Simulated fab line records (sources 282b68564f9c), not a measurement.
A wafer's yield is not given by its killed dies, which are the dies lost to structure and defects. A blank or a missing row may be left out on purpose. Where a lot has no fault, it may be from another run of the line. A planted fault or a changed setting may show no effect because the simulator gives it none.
Comparing a struck lot with a sound one	flow rit-cmos	15 out of 202 route steps
Sound: these wafers, L359.2, L359.3, L359.4. Struck: wafers L363.4, L363.6. (L363.5 of the same lot was not struck and is left out.) The cause comes at the end.
At each step with rows: each side's tool, then ch and its chambers, then its first start. Under that, the readings that differ: sound wafers	struck wafers	difference of the means	sigmas: that difference in standard deviations of wafers without a fault.
alike: readings with means less than 2 such deviations apart, plus words and numbers identical on both sides. not compared: withheld readings, readings lacking a value on some wafer, bounds such as >300 that could conceal the same value, and numbers that have no deviation in the record and whose values overlap.
Wherever a step has rows on one side only, a row that says differs or no value, or a row with sigmas, the two part there. When numbers do not overlap yet have no deviation, they are printed without sigmas and do not part them. Lack of a reading on every wafer of one side parts them only where that side has two or more wafers.

first, 1 step without rows for these wafers: RIT_NLDD_IMPLANT_08.
RIT_NLDD_STRIP_09: strips in O2, time 180 s.
  sound on plasma-asher-02 ch 0,1, day 2 19:49; struck on plasma-asher-02 ch 0,1, day 3 15:53
  alike: drypump-motor-current-A, o2-flow-sccm
  not compared: rf-hours-counter-h
RIT_NLDD_TW_MEAS_10:
  struck on film-metro-01, day 3 16:02; sound on film-metro-02, day 2 20:00
  alike: NLDD_TW
then, 6 steps without rows for these wafers: RIT_PLDD_HMDS_00 (prime time 60 s); RIT_PLDD_COAT_01 (resist thk 1000 nm); RIT_PLDD_SOFTBAKE_02 (time 60 s); RIT_PLDD_EXPOSE_03 (exposes mask M8, target cd 40900 nm); RIT_PLDD_PEB_04; RIT_PLDD_DEVELOP_05 (develop time 48.45 s).
RIT_PLDD_OVL_MEAS_06:
  struck on overlay-01, day 3 17:03; sound on overlay-02, day 2 20:54
  alike: PLDD_OVL
then, 2 steps without rows for these wafers: RIT_PLDD_HARDBAKE_07 (time 60 s); RIT_PLDD_IMPLANT_08.
RIT_PLDD_STRIP_09: strips in O2, time 180 s.
  sound on plasma-asher-02 ch 0,1, day 2 21:14; struck on plasma-asher-02 ch 1, day 3 17:26
reading	sound	struck	difference	sigmas
o2-flow-sccm (sccm)	4000 3987 4020	1983 1991	-2015	-99 or more
  alike: drypump-motor-current-A
  not compared: rf-hours-counter-h
RIT_PLDD_TW_MEAS_10:
  struck on film-metro-02, day 3 17:34; sound on film-metro-02, day 2 21:25
  alike: PLDD_TW
RIT_M1_PROBE_99:
  struck on prober-02, day 4 08:08; sound on prober-02, day 3 11:02
reading	sound	struck	difference	sigmas
killed-at-contacts	0 0 0	1 1	+1	+3
killed-at-front-end	14 8 11	5 3	-7	-2
killed-open	9 5 7	2 4	-4	-2
  alike: killed-dies, killed-short

WHERE THEY PART
Earliest at RIT_PLDD_STRIP_09; latest, in this record, at RIT_M1_PROBE_99.

WHY: whatever the simulator had introduced
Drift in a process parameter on plasma-asher-02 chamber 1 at RIT_PLDD_STRIP_09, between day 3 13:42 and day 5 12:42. From 4000, the setting o2-flow-sccm moved by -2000. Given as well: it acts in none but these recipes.
